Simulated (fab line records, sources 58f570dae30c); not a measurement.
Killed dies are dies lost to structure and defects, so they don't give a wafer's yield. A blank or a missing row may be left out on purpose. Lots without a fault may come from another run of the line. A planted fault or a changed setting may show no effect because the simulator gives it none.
Chamber matching | flow berkeley_cmos170 | UCB170_V1_CMP_02 on cmp-02: 4 sister chambers
The step polishes SiO2. 4 wafers are shown with their chamber, then 8 later ones without.

WAFERS WITH THEIR CHAMBER
wafer  | chamber | motor_current_A (A)
L837.1 | 1       | 16.9
L841.2 | 0       | 13.8
L841.3 | 2       | 14.9
L850.1 | 3       | 16.1

WAFERS WITHOUT THEIR CHAMBER
wafer  | motor_current_A (A)
L850.2 | 16.9
L850.4 | 14.0
L848.3 | 14.1
L848.5 | 15.5
L848.6 | 14.2
L846.1 | 15.7
L846.3 | 14.5
L846.4 | 16.4

WHICH CHAMBER EACH WENT THROUGH
wafer  | from the rows above     | in truth
L850.2 | 1                       | 1
L850.4 | can't be placed: 0 or 2 | 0
L848.3 | can't be placed: 0 or 2 | 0
L848.5 | can't be placed: 2 or 3 | 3
L848.6 | can't be placed: 0 or 2 | 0
L846.1 | can't be placed: 3 or 2 | 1
L846.3 | can't be placed: 2 or 0 | 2
L846.4 | can't be placed: 3 or 1 | 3
Placed correctly: 1 of 8. Can't be placed from these rows: 7 (the true chamber is among the candidates in 6). Placed wrongly: 0.
How it was worked out, from the rows above alone: a wafer's distance from a chamber is the root of the sum, over the readings, of the square of ((its reading less the chamber's mean) divided by the reading's scatter). The wafer belongs to the nearest chamber; if the next one is less than 2 further off, it can't be placed. A chamber's mean is the mean of its shown wafers. The scatter: with one shown wafer a chamber, the root of the mean of the squares of how far each hidden wafer lies from its nearest shown one.
